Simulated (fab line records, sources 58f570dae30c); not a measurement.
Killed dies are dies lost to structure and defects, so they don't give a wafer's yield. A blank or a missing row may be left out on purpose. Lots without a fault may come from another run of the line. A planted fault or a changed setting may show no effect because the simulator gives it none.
Which tool did it? | flow berkeley_cmos170 | 14 lots, 42 wafers sampled, at 5 steps of a route of 331

WHAT THE GAUGES READ, wafer by wafer
UCB170_PWELL_OVL_MEAS_13. Usual: PWELL_OVL -3 nm, standard deviation 5.9.
lot  | measured    | on         | PWELL_OVL (nm) | flag
L961 | day 3 07:23 | overlay-01 | -1 -7 -5       |
L962 | day 3 07:38 | overlay-01 | 1 -7 4         |
L963 | day 4 01:00 | overlay-02 | 2 2 -2         |
L965 | day 4 01:16 | overlay-01 | 2 -1 -4        |
L964 | day 4 01:32 | overlay-01 | -13 -10 -14    |
L967 | day 4 09:52 | overlay-02 | -1 -11 -3      |
L966 | day 4 09:59 | overlay-02 | -5 -6 -6       |
L968 | day 4 18:57 | overlay-02 | 1 -3 -3        |
L975 | day 6 09:49 | overlay-01 | 5 -9 -3        |
L977 | day 6 13:47 | overlay-01 | -7 5 1         |
L979 | day 7 10:17 | overlay-01 | -9 -6 -1       |
L981 | day 7 10:55 | overlay-01 | -4 -8 -1       |
L984 | day 7 22:05 | overlay-02 | -3 -6 9        |
L983 | day 7 22:40 | overlay-02 | 7 -5 -4        |

UCB170_ACTIVE_THK_MEAS_03. Usual: ACTIVE_OXIDE_THK 26.5 nm, standard deviation 0.46.
lot  | measured    | on            | ACTIVE_OXIDE_THK (nm) | flag
L961 | day 4 13:43 | film_metro-02 | 26.0 25.7 25.5        |
L962 | day 4 13:44 | film_metro-01 | 26.3 26.5 26.1        |
L963 | day 5 00:36 | film_metro-04 | 26.5 26.5 26.8        |
L965 | day 5 00:39 | film_metro-04 | 26.3 25.8 26.2        |
L964 | day 5 00:36 | film_metro-02 | 26.0 26.0 25.8        |
L967 | day 5 11:56 | film_metro-02 | 26.6 26.9 26.8        |
L966 | day 5 11:53 | film_metro-04 | 26.8 26.7 26.5        |
L968 | day 5 17:37 | film_metro-01 | 26.2 26.5 26.4        |
L975 | day 7 11:59 | film_metro-01 | 26.3 26.8 26.9        |
L977 | day 7 12:01 | film_metro-04 | 26.5 26.6 26.4        |
L979 | day 8 07:05 | film_metro-02 | 26.6 27.1 27.3        |
L981 | day 8 07:02 | film_metro-02 | 26.9 26.7 27.3        |
L984 | day 9 02:31 | film_metro-04 | 26.7 26.3 26.7        |
L983 | day 9 02:29 | film_metro-01 | 26.7 26.4 26.5        |

UCB170_PVT_TW_MEAS_09. Usual: PVT_TW 513, standard deviation 5.1.
lot  | measured     | on            | PVT_TW      | flag
L961 | day 6 12:04  | film_metro-03 | 518 520 519 |
L962 | day 6 12:05  | film_metro-01 | 502 503 506 |
L963 | day 6 22:05  | film_metro-03 | 517 518 518 |
L965 | day 6 21:48  | film_metro-03 | 520 517 517 |
L964 | day 6 22:22  | film_metro-03 | 520 516 520 |
L967 | day 7 08:10  | film_metro-01 | 507 507 509 |
L966 | day 7 07:55  | film_metro-03 | 521 517 518 |
L968 | day 7 17:46  | film_metro-02 | 507 509 510 |
L975 | day 9 13:49  | film_metro-02 | 483 482 483 | OFF
L977 | day 9 14:20  | film_metro-03 | 486 488 490 | OFF
L979 | day 10 01:11 | film_metro-02 | 516 514 516 |
L981 | day 10 01:09 | film_metro-03 | 518 517 514 |
L984 | day 10 22:31 | film_metro-03 | 518 516 517 |
L983 | day 10 23:01 | film_metro-02 | 511 515 517 |

UCB170_V2_OVL_MEAS_13. Usual: V2_OVL -1 nm, standard deviation 6.
lot  | measured     | on         | V2_OVL (nm) | flag
L961 | day 8 12:52  | overlay-02 | 9 10 8      |
L962 | day 8 13:52  | overlay-02 | 1 4 2       |
L963 | day 9 03:48  | overlay-01 | 2 1 -4      |
L965 | day 9 08:16  | overlay-01 | -5 -7 -4    |
L964 | day 9 08:01  | overlay-01 | -12 -9 -7   |
L967 | day 9 12:15  | overlay-01 | -1 -10 0    |
L966 | day 9 14:18  | overlay-01 | 7 0 8       |
L968 | day 9 21:22  | overlay-01 | 5 6 0       |
L975 | day 11 15:12 | overlay-01 | -3 -3 -4    |
L977 | day 11 12:50 | overlay-02 | 0 -5 2      |
L979 | day 12 05:18 | overlay-01 | -6 2 -5     |
L981 | day 12 05:00 | overlay-01 | -1 -3 -4    |
L984 | day 13 02:19 | overlay-01 | -2 -4 8     |
L983 | day 13 02:34 | overlay-01 | -1 -2 -1    |

WHICH TOOL RAN EACH LOT (tool, then ch and the chambers of the sampled wafers, then the start)
lot  | UCB170_PVT_IMPLANT_07
L961 | implanter-03 ch 0, day 6 11:49
L962 | implanter-04 ch 0, day 6 11:52
L963 | implanter-04 ch 0, day 6 21:53
L965 | implanter-03 ch 0, day 6 21:35
L964 | implanter-01 ch 0, day 6 22:09
L967 | implanter-01 ch 0, day 7 07:57
L966 | implanter-04 ch 0, day 7 07:40
L968 | implanter-01 ch 0, day 7 17:34
L975 | implanter-01 ch 0, day 9 13:37
L977 | implanter-01 ch 0, day 9 14:05
L979 | implanter-03 ch 0, day 10 00:56
L981 | implanter-04 ch 0, day 10 00:54
L984 | implanter-03 ch 0, day 10 22:16
L983 | implanter-04 ch 0, day 10 22:46
- UCB170_PVT_IMPLANT_07

WHAT THE TOOLS THEMSELVES READ (means of the sampled wafers that have a number; where no wafer has one, the mark that the record gives instead)
UCB170_PVT_IMPLANT_07. Usual: beam_on_s 10.01 s, standard deviation 0.19; dose_ions_cm2 1.9998e+12, standard deviation 2.1e+09; faraday_current_uA 6.34, standard deviation 0.12.
lot  | tool         | beam_on_s (s) | dose_ions_cm2 | faraday_current_uA | flag
L961 | implanter-03 | 10.14         | 2.0010e+12    | 6.26               |
L962 | implanter-04 | 9.96          | 1.9989e+12    | 6.36               |
L963 | implanter-04 | 10.05         | 2.0007e+12    | 6.32               |
L965 | implanter-03 | 10.00         | 1.9996e+12    | 6.36               |
L964 | implanter-01 | 10.10         | 2.0001e+12    | 6.29               |
L967 | implanter-01 | 10.06         | 1.9997e+12    | 6.30               |
L966 | implanter-04 | 9.79          | 1.9972e+12    | 6.48               |
L968 | implanter-01 | 9.74          | 1.9991e+12    | 6.50               |
L975 | implanter-01 | 10.02         | 1.6574e+12    | 5.24               | OFF
L977 | implanter-01 | 10.04         | 1.6576e+12    | 5.25               | OFF
L979 | implanter-03 | 9.98          | 1.9991e+12    | 6.37               |
L981 | implanter-04 | 9.96          | 1.9997e+12    | 6.37               |
L984 | implanter-03 | 10.12         | 1.9984e+12    | 6.27               |
L983 | implanter-04 | 10.06         | 1.9994e+12    | 6.32               |

THE ANSWER, worked out from the rows above alone
Rule: a lot is off if the mean of its wafers that have a number lies more than 3 standard deviations from the usual mean. A lot without any number at a reading at which 4 lots or more have one is off too. The other lots that the step has rows for count as sound. The gauges are gone through in route order, then the tools' own readings, and for those a lot's mean is taken as printed above. The first step at which some lot is off is used, and at that step the reading that is off furthest; a lot without a number counts as furthest.
Off: L975, L977, at UCB170_PVT_TW_MEAS_09 (PVT_TW).
A tool fits if, at a process step before that reading, it ran every lot that is off, and no sound lot after the first of them. The gauges at UCB170_PVT_TW_MEAS_09 aren't tried: what is off there is off at UCB170_PVT_IMPLANT_07 too, on other tools, and a gauge's error can't cause that. One fits: implanter-01 at UCB170_PVT_IMPLANT_07. Its last sound lot is L968 (day 7 17:34), its first lot that is off L975 (day 9 13:37): a fault that began between those two fits.
The tool's own readings at UCB170_PVT_IMPLANT_07 bear it out: on the lots that are off they differ by more than 5 times the standard deviation of the sound lots' means. dose_ions_cm2 reads 1.6575e+12 there against 1.9994e+12 on the sound lots; faraday_current_uA reads 5.25 there against 6.35 on the sound lots.

WHAT THE SIMULATOR HAD PUT IN
Process parameter drift: implanter-01, from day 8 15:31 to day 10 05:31, at UCB170_PVT_IMPLANT_07. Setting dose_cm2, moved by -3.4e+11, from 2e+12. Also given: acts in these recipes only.
Lots struck among those shown: L975, L977. The rule above found the same.
